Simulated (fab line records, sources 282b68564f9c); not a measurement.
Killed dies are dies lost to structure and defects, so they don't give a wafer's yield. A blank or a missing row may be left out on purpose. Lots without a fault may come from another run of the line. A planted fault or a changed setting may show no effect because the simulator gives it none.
Which tool did it? | flow rit_cmos | 16 lots, 48 wafers sampled, at 6 steps of a route of 202

WHAT THE GAUGES READ, wafer by wafer
RIT_NWELL_OVL_MEAS_06. Usual: NWELL_OVL 0.7 nm, standard deviation 1.5.
lot  | measured    | on         | NWELL_OVL (nm) | flag
L102 | day 1 21:46 | overlay-01 | -1.5 0.6 0.3   |
L103 | day 2 06:43 | overlay-01 | 1.1 1.9 0.1    |
L104 | day 2 07:19 | overlay-02 | 0.8 2.4 3.8    |
L105 | day 2 17:38 | overlay-01 | 2.8 1.9 2.6    |
L106 | day 2 20:47 | overlay-01 | -0.1 1.4 1.0   |
L107 | day 3 04:15 | overlay-01 | 1.0 -0.1 -2.1  |
L108 | day 3 04:34 | overlay-02 | 1.7 3.0 0.0    |
L109 | day 3 09:07 | overlay-01 | 1.3 0.9 0.7    |
L110 | day 3 14:44 | overlay-01 | 1.5 0.3 -0.2   |
L111 | day 3 19:01 | overlay-01 | 1.3 0.6 0.5    |
L112 | day 4 00:21 | overlay-02 | 0.9 1.7 0.4    |
L113 | day 4 05:14 | overlay-02 | -1.5 1.6 -0.2  |
L114 | day 4 11:38 | overlay-01 | 0.5 0.6 2.1    |
L115 | day 4 14:37 | overlay-02 | 2.9 1.0 1.3    |
L116 | day 4 20:32 | overlay-01 | -1.8 -0.6 0.9  |
L117 | day 5 02:35 | overlay-02 | 3.1 2.2 0.9    |

RIT_REOX_THK_MEAS_04. Usual: REOX_OXIDE_THK 25.1 nm, standard deviation 0.43.
lot  | measured    | on            | REOX_OXIDE_THK (nm) | flag
L102 | day 3 01:40 | film_metro-04 | 24.9 25.6 25.3      |
L103 | day 3 04:13 | film_metro-02 | 24.8 25.2 25.2      |
L104 | day 3 04:13 | film_metro-04 | 24.7 25.0 24.8      |
L105 | day 3 14:11 | film_metro-04 | 25.4 25.1 25.3      |
L106 | day 3 19:32 | film_metro-01 | 25.1 25.2 25.2      |
L107 | day 3 23:44 | film_metro-02 | 25.5 25.2 25.4      |
L108 | day 4 03:49 | film_metro-01 | 24.8 24.9 24.0      |
L109 | day 4 08:25 | film_metro-01 | 24.4 24.2 24.7      |
L110 | day 4 13:51 | film_metro-02 | 24.6 24.9 25.0      |
L111 | day 4 18:32 | film_metro-04 | 25.9 25.8 25.9      |
L112 | day 4 21:36 | film_metro-02 | 24.4 24.1 24.3      |
L113 | day 5 04:20 | film_metro-04 | 25.8 25.7 25.5      |
L114 | day 5 09:26 | film_metro-01 | 25.2 25.3 25.4      |
L115 | day 5 13:55 | film_metro-02 | 25.3 25.4 25.2      |
L116 | day 5 17:41 | film_metro-04 | 24.8 25.0 24.8      |
L117 | day 6 01:35 | film_metro-01 | 25.1 25.3 25.2      |

RIT_SPACER_THK_MEAS_04. Usual: SPACER_NITRIDE_THK 250.7 nm, standard deviation 2.3.
lot  | measured    | on            | SPACER_NITRIDE_THK (nm) | flag
L102 | day 3 08:23 | film_metro-02 | 247.8 248.5 247.8       |
L103 | day 3 10:18 | film_metro-02 | 252.2 253.1 252.7       |
L104 | day 3 10:19 | film_metro-04 | 249.5 249.8 248.7       |
L105 | day 3 19:35 | film_metro-02 | 251.3 250.7 251.3       |
L106 | day 4 01:13 | film_metro-02 | 254.6 255.3 254.9       |
L107 | day 4 05:31 | film_metro-02 | 251.0 250.8 249.9       |
L108 | day 4 09:22 | film_metro-04 | 247.5 246.8 247.0       |
L109 | day 4 14:43 | film_metro-04 | 250.5 249.7 249.7       |
L110 | day 4 20:08 | film_metro-03 | 251.0 248.5 251.4       |
L111 | day 5 00:14 | film_metro-02 | 252.1 252.4 252.4       |
L112 | day 5 04:01 | film_metro-04 | 248.1 248.6 247.6       |
L113 | day 5 10:09 | film_metro-03 | 252.2 254.1 256.2       |
L114 | day 5 14:53 | film_metro-02 | 251.3 250.3 251.8       |
L115 | day 5 19:15 | film_metro-03 | 250.6 250.7 249.8       |
L116 | day 5 23:14 | film_metro-02 | 254.7 252.3 254.8       |
L117 | day 6 07:04 | film_metro-03 | 248.7 247.8 250.8       |

RIT_PSD_TW_MEAS_10. Usual: PSD_TW 3448, standard deviation 31.
lot  | measured    | on            | PSD_TW         | flag
L102 | day 3 11:26 | film_metro-02 | 3463 3458 3450 |
L103 | day 3 13:32 | film_metro-02 | 3438 3458 3462 |
L104 | day 3 13:26 | film_metro-01 | 3475 3482 3482 |
L105 | day 3 22:50 | film_metro-02 | 3449 3434 3436 |
L106 | day 4 04:13 | film_metro-02 | 3437 3458 3450 |
L107 | day 4 08:45 | film_metro-02 | 3446 3457 3458 |
L108 | day 4 12:29 | film_metro-02 | 3452 3463 3472 |
L109 | day 4 17:58 | film_metro-03 | 3382 3381 3391 |
L110 | day 4 23:38 | film_metro-01 | 3474 3481 3472 |
L111 | day 5 03:29 | film_metro-02 | 3436 3438 3429 |
L112 | day 5 07:20 | film_metro-01 | 3474 3463 3469 |
L113 | day 5 13:22 | film_metro-02 | 3453 3450 3447 |
L114 | day 5 18:08 | film_metro-02 | 2922 2928 2915 | OFF
L115 | day 5 22:29 | film_metro-01 | 2938 2934 2933 | OFF
L116 | day 6 02:21 | film_metro-02 | 2888 2904 2888 | OFF
L117 | day 6 10:11 | film_metro-02 | 2904 2913 2902 | OFF

RIT_SDANNEAL_RS_MEAS_04: measures by four-point-probe. Usual: PSD_RS 115.98 ohm/sq, standard deviation 0.24.
lot  | measured    | on            | PSD_RS (ohm/sq)      | flag
L102 | day 3 11:58 | film_metro-01 | 115.96 115.95 115.92 |
L103 | day 3 14:05 | film_metro-01 | 115.76 115.95 115.74 |
L104 | day 3 13:59 | film_metro-02 | 116.09 115.70 116.17 |
L105 | day 3 23:20 | film_metro-03 | 116.16 116.07 115.91 |
L106 | day 4 04:43 | film_metro-01 | 116.21 115.91 115.76 |
L107 | day 4 09:17 | film_metro-03 | 116.36 116.39 116.29 |
L108 | day 4 12:59 | film_metro-03 | 116.22 116.13 115.75 |
L109 | day 4 18:28 | film_metro-01 | 115.78 115.96 115.84 |
L110 | day 5 00:07 | film_metro-03 | 115.68 115.81 115.84 |
L111 | day 5 03:58 | film_metro-03 | 116.12 116.20 116.11 |
L112 | day 5 07:50 | film_metro-02 | 116.08 115.81 116.27 |
L113 | day 5 13:52 | film_metro-01 | 116.09 115.83 116.12 |
L114 | day 5 18:38 | film_metro-03 | 44.96 45.01 44.96    | OFF
L115 | day 5 22:59 | film_metro-03 | 45.13 45.13 45.14    | OFF
L116 | day 6 02:52 | film_metro-01 | 45.08 44.93 45.11    | OFF
L117 | day 6 10:41 | film_metro-02 | 45.09 45.22 45.13    | OFF

WHICH TOOL RAN EACH LOT (tool, then ch and the chambers of the sampled wafers, then the start)
lot  | RIT_PSD_IMPLANT_08
L102 | implanter-03 ch 0, day 3 11:08
L103 | implanter-02 ch 0, day 3 13:13
L104 | implanter-03 ch 0, day 3 13:07
L105 | implanter-03 ch 0, day 3 22:32
L106 | implanter-01 ch 0, day 4 03:53
L107 | implanter-03 ch 0, day 4 08:26
L108 | implanter-01 ch 0, day 4 12:10
L109 | implanter-01 ch 0, day 4 17:39
L110 | implanter-01 ch 0, day 4 23:19
L111 | implanter-03 ch 0, day 5 03:09
L112 | implanter-01 ch 0, day 5 07:01
L113 | implanter-03 ch 0, day 5 13:02
L114 | implanter-02 ch 0, day 5 17:49
L115 | implanter-03 ch 0, day 5 22:10
L116 | implanter-03 ch 0, day 6 02:02
L117 | implanter-03 ch 0, day 6 09:52
- RIT_PSD_IMPLANT_08

WHAT THE TOOLS THEMSELVES READ (means of the sampled wafers that have a number; where no wafer has one, the mark that the record gives instead)
The record holds no such reading with a usual standard deviation.

THE ANSWER, worked out from the rows above alone
Rule: a lot is off if the mean of its wafers that have a number lies more than 3 standard deviations from the usual mean. A lot without any number at a reading at which 4 lots or more have one is off too. The other lots that the step has rows for count as sound. The gauges are gone through in route order, then the tools' own readings, and for those a lot's mean is taken as printed above. The first step at which some lot is off is used, and at that step the reading that is off furthest; a lot without a number counts as furthest.
Off: L114, L115, L116, L117, at RIT_PSD_TW_MEAS_10 (PSD_TW).
A tool fits if, at a process step before that reading, it ran every lot that is off, and no sound lot after the first of them. The gauges at RIT_PSD_TW_MEAS_10 are tried like those tools. None of those tried fits.

WHAT THE SIMULATOR HAD PUT IN
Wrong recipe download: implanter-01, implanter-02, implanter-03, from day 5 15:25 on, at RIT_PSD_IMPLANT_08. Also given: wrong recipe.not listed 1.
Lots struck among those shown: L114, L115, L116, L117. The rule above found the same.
